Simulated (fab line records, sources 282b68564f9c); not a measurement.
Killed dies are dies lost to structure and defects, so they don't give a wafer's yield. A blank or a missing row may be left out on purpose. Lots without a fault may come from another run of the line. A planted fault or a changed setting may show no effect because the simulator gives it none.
fab line records | flow rit_cmos
record lots=13 wafers=39 last_day=7
route steps=202 shown ACTIVE@15 NWELL@51 GATE@96 PLDD@122 M1@202
lots that met no fault: from a run of the same line without faults
start_h: hours from the record's first day to the start of the lot's first wafer shown | wait_h: hours since the lot's step before | " the same as in the row above | L1.1+2: a row that stands for several wafers | - no value, or no start given | * or withheld: withheld | < > ~ a bound
route shown NAME@n: a module of which the file shows steps, and the number in the route of the first | usual: mean/standard deviation of fault-free wafers | same: alike in all rows | chamber/n: place in a boat | sites: the reading at each site | _std_site: their standard deviation | _edge_site: outer sites' mean less inner sites' | radius_mm: how far each site lies from the wafer's centre | mask NAME#n: copy n | behind: the tool/chamber that last shaped the wafer | hold: why the lot was held/for how many hours/how that ended | device: the transistor (n, p or np) that didn't switch | end of line: the same wafers' tests at the end of the route | a step without rows: its recipe alone | killed: dies lost to structure and defects at the first sort, not the wafer's yield | map: a wafer's dies, x killed, . not, _ none there
set.NAME: the setting as run; set.NAME@STEP: as run at that earlier step | model.NAME: the simulator's own value behind a step, which no gauge read
steps of the route over a sample of lots; a table a step, a row a wafer
services: from which hour (start_h, from the record's first day; less than 0 if before it) a tool's chamber was out of use, for how many hours, and why
## steps
# step RIT_ACTIVE_STRIP_14
# recipe chemistry=O2 time_s=180 resist=NOVOLAK platen_temp_c=withheld power_w=500 pressure_mtorr=4000 o2_flow_sccm=4000
# usual drypump_motor_current_A=5.9/0.49
# columns lot.wafer tool chamber start_h wait_h drypump_motor_current_A rf_hours_counter_h
L430.2 plasma_asher-02 1 15.17 0.1 5.7 34
L430.4 " 1 " " 5.7 -
L430.6 " 1 " " 5.7 -
L431.3 plasma_asher-02 1 20.00 0.1 5.7 -
L431.5 " 0 " " 5.5 -
L431.6 " 1 " " 5.7 -
L432.1 plasma_asher-01 0 24.97 0.1 5.3 37
L432.2 " 1 " " 6.3 37
L432.5 " 0 " " 5.3 -
L433.1 plasma_asher-01 1 29.97 0.1 6.3 37
L433.2 " 0 " " 5.3 37
L433.3 " 1 " " 6.3 -
L434.1 plasma_asher-01 0 35.53 0.1 5.3 38
L434.2 " 1 " " 6.3 38
L434.6 " 0 " " 5.3 -
L436.1 plasma_asher-01 1 45.10 0.1 6.3 39
L436.2 " 0 " " 5.4 39
L436.4 " 1 " " 6.3 -
L439.3 plasma_asher-01 1 60.37 0.1 6.3 -
L439.4 " 0 " " 5.3 -
L439.5 " 0 " " 5.3 -
L448.1 plasma_asher-04 1 106.81 0.1 6.6 33
L448.5 " 0 " " 6.4 -
L448.6 " 1 " " 6.6 -
L449.1 plasma_asher-01 0 110.92 0.1 5.3 46
L449.2 " 1 " " 6.3 46
L449.5 " 1 " " 6.3 -
L450.3 plasma_asher-01 1 115.03 0.1 6.3 -
L450.4 " 0 " " 5.3 -
L450.5 " 0 " " 5.3 -
L451.3 plasma_asher-02 0 120.29 0.1 5.5 -
L451.4 " 1 " " 5.6 -
L451.5 " 0 " " 5.5 -
L452.3 plasma_asher-02 1 124.90 0.1 5.7 -
L452.4 " 0 " " 5.5 -
L452.5 " 0 " " 5.5 -
L453.2 plasma_asher-01 1 130.96 0.1 6.3 49
L453.5 " 1 " " 6.3 -
L453.6 " 0 " " 5.3 -
# step RIT_WELLDRIVE_RS_MEAS_01
# recipe thk_meas_gauge=four-point-probe
# usual NWELL_RS=275.5/0.7
# columns lot.wafer tool chamber start_h wait_h NWELL_RS[ohm/sq]
L430.2 film_metro-01 - 31.13 0.0 275.3
L430.4 " - " " 276.2
L430.6 " - " " 275.7
L431.3 film_metro-01 - 33.56 0.0 276.8
L431.5 " - " " 276.6
L431.6 " - " " 276.8
L432.1 film_metro-01 - 37.68 0.0 274.7
L432.2 " - " " 275.0
L432.5 " - " " 274.0
L433.1 film_metro-02 - 43.34 0.0 275.2
L433.2 " - " " 274.1
L433.3 " - " " 275.2
L434.1 film_metro-04 - 48.48 0.0 276.3
L434.2 " - " " 276.1
L434.6 " - " " 275.4
L436.1 film_metro-01 - 59.11 0.0 276.4
L436.2 " - " " 276.9
L436.4 " - " " 276.6
L439.3 film_metro-01 - 75.44 0.0 275.2
L439.4 " - " " 276.0
L439.5 " - " " 275.0
L448.1 film_metro-01 - 121.00 0.0 274.8
L448.5 " - " " 275.3
L448.6 " - " " 274.6
L449.1 film_metro-02 - 125.04 0.0 274.8
L449.2 " - " " 274.9
L449.5 " - " " 274.2
L450.3 film_metro-01 - 127.85 0.0 276.3
L450.4 " - " " 275.9
L450.5 " - " " 275.7
L451.3 film_metro-01 - 132.97 0.0 275.0
L451.4 " - " " 275.5
L451.5 " - " " 275.0
L452.3 film_metro-04 - 138.05 0.0 275.1
L452.4 " - " " 275.3
L452.5 " - " " 274.2
L453.2 film_metro-01 - 145.93 0.0 275.9
L453.5 " - " " 275.8
L453.6 " - " " 276.5
# step RIT_GATE_STRIP_20
# recipe chemistry=O2 time_s=180 resist=NOVOLAK platen_temp_c=withheld power_w=500 pressure_mtorr=4000 o2_flow_sccm=4000
# usual drypump_motor_current_A=6.2/0.54
# columns lot.wafer tool chamber start_h wait_h drypump_motor_current_A rf_hours_counter_h
L430.2 plasma_asher-01 1 39.52 0.1 6.3 38
L430.4 " 0 " " 5.3 -
L430.6 " 0 " " 5.3 -
L431.3 plasma_asher-04 0 42.14 0.1 6.4 -
L431.5 " 0 " " 6.4 -
L431.6 " 1 " " 6.6 -
L432.1 plasma_asher-01 1 46.38 0.1 6.3 39
L432.2 " 0 " " 5.3 39
L432.5 " 0 " " 5.3 -
L433.1 plasma_asher-03 0 53.50 0.1 6.7 42
L433.2 " 1 " " 5.5 42
L433.3 " 1 " " 5.4 -
L434.1 plasma_asher-01 1 57.00 0.1 6.3 40
L434.2 " 0 " " 5.3 40
L434.6 " 0 " " 5.3 -
L436.1 plasma_asher-01 1 68.28 0.1 6.3 41
L436.2 " 0 " " 5.3 41
L436.4 " 1 " " 6.3 -
L439.3 plasma_asher-04 0 83.75 0.1 6.4 -
L439.4 " 1 " " 6.6 -
L439.5 " 0 " " 6.4 -
L448.1 plasma_asher-03 0 129.69 0.1 6.7 50
L448.5 " 0 " " 6.7 -
L448.6 " 1 " " 5.5 -
L449.1 plasma_asher-01 1 133.56 0.1 6.3 49
L449.2 " 0 " " 5.3 49
L449.5 " 0 " " 5.3 -
L450.3 plasma_asher-01 0 137.03 0.1 5.3 -
L450.4 " 1 " " 6.3 -
L450.5 " 1 " " 6.3 -
L451.3 plasma_asher-04 0 141.78 0.1 6.4 -
L451.4 " 1 " " 6.6 -
L451.5 " 1 " " 6.7 -
L452.3 plasma_asher-04 0 149.31 0.1 6.4 -
L452.4 " 1 " " 6.6 -
L452.5 " 0 " " 6.4 -
L453.2 plasma_asher-01 0 156.86 0.1 5.3 51
L453.5 " 1 " " 6.3 -
L453.6 " 0 " " 5.3 -
# step RIT_PLDD_IMPLANT_08
# recipe species=BF2 energy_kev=20 dose_cm2=9e+14 tilt_deg=7
# usual end_station_pressure_torr=7.3e-06/4e-07 faraday_current_uA=2821/52
# columns lot.wafer tool chamber start_h wait_h end_station_pressure_torr faraday_current_uA
L430.2 implanter-03 0 45.46 0.1 7.7e-06 2957
L430.4 " 0 " " 7.5e-06 2879
L430.6 " 0 " " 7.1e-06 2798
L431.3 implanter-03 0 47.89 0.1 8e-06 2797
L431.5 " 0 " " 7.6e-06 2790
L431.6 " 0 " " 7.7e-06 2917
L432.1 implanter-02 0 52.74 0.1 7e-06 2761
L432.2 " 0 " " 7.5e-06 2824
L432.5 " 0 " " 7.6e-06 2868
L433.1 implanter-01 0 59.63 0.1 7.7e-06 2844
L433.2 " 0 " " 7.1e-06 2738
L433.3 " 0 " " 7.4e-06 2904
L434.1 implanter-01 0 62.98 0.1 7.6e-06 2808
L434.2 " 0 " " 7.8e-06 2888
L434.6 " 0 " " 7.7e-06 2880
L436.1 implanter-03 0 75.15 0.1 6.6e-06 2811
L436.2 " 0 " " 7.4e-06 2908
L436.4 " 0 " " 7.2e-06 2838
L436.1 implanter-03 0 75.47 0.3 7.6e-06 2737
L436.2 " 0 " " 7.4e-06 2834
L436.4 " 0 " " 7.5e-06 2820
L439.3 implanter-03 0 90.13 0.1 6.7e-06 2753
L439.4 " 0 " " 7.3e-06 2798
L439.5 " 0 " " 7.1e-06 2839
L439.3 implanter-03 0 90.44 0.3 7.1e-06 2794
L439.4 " 0 " " 7.6e-06 2885
L439.5 " 0 " " 7.4e-06 2879
L448.1 implanter-01 0 135.75 0.1 7.1e-06 2750
L448.5 " 0 " " 7.6e-06 2789
L448.6 " 0 " " 7.5e-06 2900
L449.1 implanter-03 0 139.31 0.1 7.9e-06 2863
L449.2 " 0 " " 7.9e-06 2906
L449.5 " 0 " " 7.6e-06 2911
L450.3 implanter-02 0 143.24 0.1 6.5e-06 2726
L450.4 " 0 " " 6.8e-06 2820
L450.5 " 0 " " 8.1e-06 2827
L451.3 implanter-02 0 148.36 0.1 7.3e-06 2904
L451.4 " 0 " " 7.5e-06 2814
L451.5 " 0 " " 7.6e-06 2932
L452.3 implanter-03 0 156.17 0.1 7.1e-06 2776
L452.4 " 0 " " 6.7e-06 2825
L452.5 " 0 " " 7.1e-06 2850
L453.2 implanter-03 0 164.32 0.1 6.7e-06 2834
L453.5 " 0 " " 7.3e-06 2780
L453.6 " 0 " " 7e-06 2817
# step RIT_PLDD_TW_MEAS_10
# usual PLDD_TW=2337/23
# columns lot.wafer tool chamber start_h wait_h PLDD_TW
L430.2 film_metro-03 - 45.77 0.1 2372
L430.4 " - " " 2360
L430.6 " - " " 2370
L431.3 film_metro-02 - 48.19 0.1 2313
L431.5 " - " " 2311
L431.6 " - " " 2298
L432.1 film_metro-03 - 53.06 0.1 2356
L432.2 " - " " 2367
L432.5 " - " " 2388
L433.1 film_metro-04 - 59.96 0.1 2323
L433.2 " - " " 2344
L433.3 " - " " 2341
L434.1 film_metro-02 - 63.30 0.1 2310
L434.2 " - " " 2292
L434.6 " - " " 2299
L436.1 film_metro-03 - 75.79 0.1 2756
L436.2 " - " " 2762
L436.4 " - " " 2751
L439.3 film_metro-04 - 90.74 0.1 2735
L439.4 " - " " 2723
L439.5 " - " " 2722
L448.1 film_metro-04 - 136.08 0.1 2349
L448.5 " - " " 2341
L448.6 " - " " 2348
L449.1 film_metro-04 - 139.63 0.1 2355
L449.2 " - " " 2352
L449.5 " - " " 2343
L450.3 film_metro-03 - 143.54 0.1 2345
L450.4 " - " " 2349
L450.5 " - " " 2351
L451.3 film_metro-04 - 148.66 0.1 2324
L451.4 " - " " 2321
L451.5 " - " " 2320
L452.3 film_metro-03 - 156.47 0.1 2362
L452.4 " - " " 2357
L452.5 " - " " 2362
L453.2 film_metro-04 - 164.63 0.1 2327
L453.5 " - " " 2314
L453.6 " - " " 2328
# step RIT_SDANNEAL_RS_MEAS_06
# recipe thk_meas_gauge=four-point-probe
# usual PLDD_RS=178.8/0.44
# columns lot.wafer tool chamber start_h wait_h PLDD_RS[ohm/sq]
L430.2 film_metro-03 - 52.23 0.1 178.2
L430.4 " - " " 178.9
L430.6 " - " " 178.8
L431.3 film_metro-02 - 54.39 0.1 178.5
L431.5 " - " " 179.1
L431.6 " - " " 178.8
L432.1 film_metro-02 - 59.54 0.1 178.7
L432.2 " - " " 178.8
L432.5 " - " " 178.6
L433.1 film_metro-03 - 66.14 0.1 178.9
L433.2 " - " " 177.8
L433.3 " - " " 178.3
L434.1 film_metro-02 - 69.70 0.1 179.1
L434.2 " - " " 178.7
L434.6 " - " " 179.0
L436.1 film_metro-03 - 82.55 0.1 152.1
L436.2 " - " " 152.7
L436.4 " - " " 152.1
L439.3 film_metro-03 - 98.19 0.1 151.7
L439.4 " - " " 151.5
L439.5 " - " " 151.4
L448.1 film_metro-03 - 142.51 0.1 178.4
L448.5 " - " " 178.8
L448.6 " - " " 178.9
L449.1 film_metro-03 - 145.90 0.1 179.5
L449.2 " - " " 179.8
L449.5 " - " " 179.4
L450.3 film_metro-03 - 150.52 0.1 179.0
L450.4 " - " " 179.1
L450.5 " - " " 179.1
L451.3 film_metro-03 - 154.93 0.1 179.0
L451.4 " - " " 178.1
L451.5 " - " " 178.4
L452.3 film_metro-03 - 162.74 0.1 179.2
L452.4 " - " " 179.5
L452.5 " - " " 179.5
L453.2 film_metro-04 - 171.08 0.1 178.5
L453.5 " - " " 178.3
L453.6 " - " " 179.0
# step RIT_M1_PROBE_99
# usual killed_at_contacts=0.1/0.24 killed_at_front_end=7/3.1 killed_dies=7/3.1 killed_open=3.3/2 killed_short=3.4/2.1
# same gross_dies=264 killed_at_M0_to_M3=0 killed_at_M4_up=0 killed_at_back_side=0 killed_at_other=0
# columns lot.wafer tool chamber start_h wait_h killed_at_contacts killed_at_front_end killed_dies killed_open killed_short
L436.1 prober-01 - 90.73 0.1 0 12 12 6 6
L436.2 prober-01 - 90.78 0.1 0 10 10 4 6
L436.4 prober-01 - 90.88 0.2 0 6 6 4 2
# killed by level:class
L436.1 GATE:geometric_particle:short=2 GATE:geometric_particle:open=2 REOX:geometric_particle:short=2 SILICIDE:geometric_particle:open=2 FOX2:geometric_particle:short=1 REOX:geometric_particle:open=1 SPACER:geometric_particle:open=1 SILICIDE:geometric_particle:short=1
L436.2 REOX:geometric_particle:short=4 FOX2:geometric_particle:open=2 GATE:geometric_particle:short=2 FOX1:geometric_particle:open=1 SILICIDE:geometric_particle:open=1
L436.4 SPACER:geometric_particle:short=2 FOX1:geometric_particle:open=1 GATE:geometric_particle:open=1 SPACER:geometric_particle:open=1 SILICIDE:geometric_particle:open=1
## services
# columns tool chamber start_h hours kind
implanter-02 - 26.74 22.5 pm
plasma_asher-03 - 29.45 3.2 repair
implanter-02 - 50.03 2.4 repair
implanter-02 - 55.00 3.4 repair
implanter-01 - 74.87 3.6 repair
implanter-02 - 81.78 3.4 repair
plasma_asher-04 - 87.09 2.8 pm
implanter-02 - 88.69 4.7 pm
implanter-01 - 93.99 6.3 repair
plasma_asher-02 - 108.75 9.0 pm
plasma_asher-02 0 108.75 9.0 vent_cycle
plasma_asher-02 1 108.75 9.0 vent_cycle
plasma_asher-04 - 114.73 0.3 repair
plasma_asher-04 - 115.27 2.3 repair
implanter-02 - 115.87 0.6 repair
plasma_asher-03 - 117.44 8.2 repair
plasma_asher-02 0 117.75 - clean
plasma_asher-02 1 117.75 - clean
plasma_asher-02 - 144.55 1.7 repair
plasma_asher-01 - 145.50 6.2 pm
implanter-02 - 155.52 3.2 repair
implanter-02 - 162.75 3.0 repair
## key
first_sign step=RIT_PLDD_IMPLANT_08 reading=visit direction=added
effect step=RIT_PLDD_TW_MEAS_10 reading=PLDD_TW direction=up sigmas=18 usual=2337 struck=2741
effect step=RIT_SDANNEAL_RS_MEAS_06 reading=PLDD_RS direction=down sigmas=61 usual=178.8 struck=151.9
met_at RIT_PLDD_IMPLANT_08
struck_lots L436,L439
tester_left_out L436,L439
not_acting_at RIT_ACTIVE_STRIP_14,RIT_WELLDRIVE_RS_MEAS_01,RIT_GATE_STRIP_20
fault kind=repeated_step_whole tool=implanter-01,implanter-02,implanter-03 chamber=- onset_h=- steps=RIT_PLDD_IMPLANT_08 times=1 scope=struck_lots_only
# tester_left_out: of these lots the tester's yield and bins aren't shown, on N5 and GAA mostly nor the transistor test; their killed dies are dies lost to structure and defects alone, not to doping, threshold or leakage, so they don't give the yield
